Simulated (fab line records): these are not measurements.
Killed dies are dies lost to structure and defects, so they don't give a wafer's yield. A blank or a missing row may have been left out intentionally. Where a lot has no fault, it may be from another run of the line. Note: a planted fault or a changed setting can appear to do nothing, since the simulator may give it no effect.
A lot that was struck, set against a sound lot -- flow berkeley cmos170 -- 18 steps out of a route of 331
Sound: the wafers L950.1, L950.5, L950.6. The struck wafers were L960.4, L960.5, L960.6. Last of all comes the cause.
Per side, at each step with rows, come the tool, then ch with its chambers, and then its first start. Under that, the readings that differ: sound wafers -- struck wafers -- difference of the means -- sigmas: that difference in standard deviations of wafers without a fault.
alike: same words and numbers on both sides, and readings whose means sit less than 2 such deviations apart. not compared: any withheld reading, any reading some wafer has no value for, any bound like >300 that may hide the same value, and any number with overlapping values for which the record gives no deviation.
Wherever a step has rows on one side only, a row that says differs or no value, or a row with sigmas, the two part there. Numbers that don't overlap but have no deviation are shown without sigmas and don't part them. Lack of a reading on every wafer of one side parts them only where that side has two or more wafers.

first, 1 step without rows for these wafers: UCB170_PSD_DEVELOP_05 (develop time 45 s).
UCB170_PSD_CD_MEAS_06: the cd target is 1200 nm.
  sound: cd sem-01 at day 6 22:22; struck: cd sem-02 at day 9 02:02
  alike: cd nm
UCB170_PSD_OVL_MEAS_07:
  sound: overlay-02 at day 6 22:29; struck: overlay-02 at day 9 02:07
  alike: PSD_OVL
then, 1 step without rows for these wafers: UCB170_PSD_IMPLANT_08.
UCB170_PSD_STRIP_09: strips in O2.
  sound on plasma asher-04 ch 0,1, day 6 22:41; struck on plasma asher-02 ch 0,1, day 9 02:19
  alike: drypump motor current A, oes product au, strip time to endpoint s
  not compared: rf hours counter h
UCB170_PSD_TW_MEAS_10:
  sound: film metro-02 at day 6 22:47; struck: film metro-01 at day 9 02:25
  alike: PSD_TW
then, 6 steps without rows for these wafers: UCB170_PSD_CLEAN_11 (cleans in SPM, time 600 s); UCB170_NSD_HMDS_00 (prime time 60 s); UCB170_NSD_COAT_01 (resist thk 900 nm); UCB170_NSD_SOFTBAKE_02 (time 60 s); UCB170_NSD_EXPOSE_03 (exposes mask NSELECT MOD, target cd 1200 nm); UCB170_NSD_PEB_04.
UCB170_NSD_DEVELOP_05: develop time 45 s.
  sound on litho track-04 ch 0, day 7 00:00; struck on litho track-04 ch 0, day 9 03:00
UCB170_NSD_OVL_MEAS_07:
  sound: overlay-02 at day 7 00:43; struck: overlay-02 at day 9 03:49
  alike: NSD_OVL
then, 1 step without rows for these wafers: UCB170_NSD_IMPLANT_08.
UCB170_NSD_STRIP_09: strips in O2.
  sound on plasma asher-04 ch 0,1, day 7 00:55; struck on plasma asher-03 ch 0,1, day 9 04:01
  alike: drypump motor current A, oes product au, strip time to endpoint s
  not compared: rf hours counter h
UCB170_NSD_TW_MEAS_10:
  sound: film metro-01 at day 7 01:01; struck: film metro-01 at day 9 04:07
reading,sound,struck,difference,sigmas
NSD_TW,4212 4205 4195,281 290 290,-3917,-99 or more
then, 1 step without rows for these wafers: UCB170_NSD_CLEAN_11 (cleans in SPM, time 600 s).

WHERE THEY PART
Within this record, at UCB170_NSD_TW_MEAS_10 only.

WHY: the cause the simulator had injected
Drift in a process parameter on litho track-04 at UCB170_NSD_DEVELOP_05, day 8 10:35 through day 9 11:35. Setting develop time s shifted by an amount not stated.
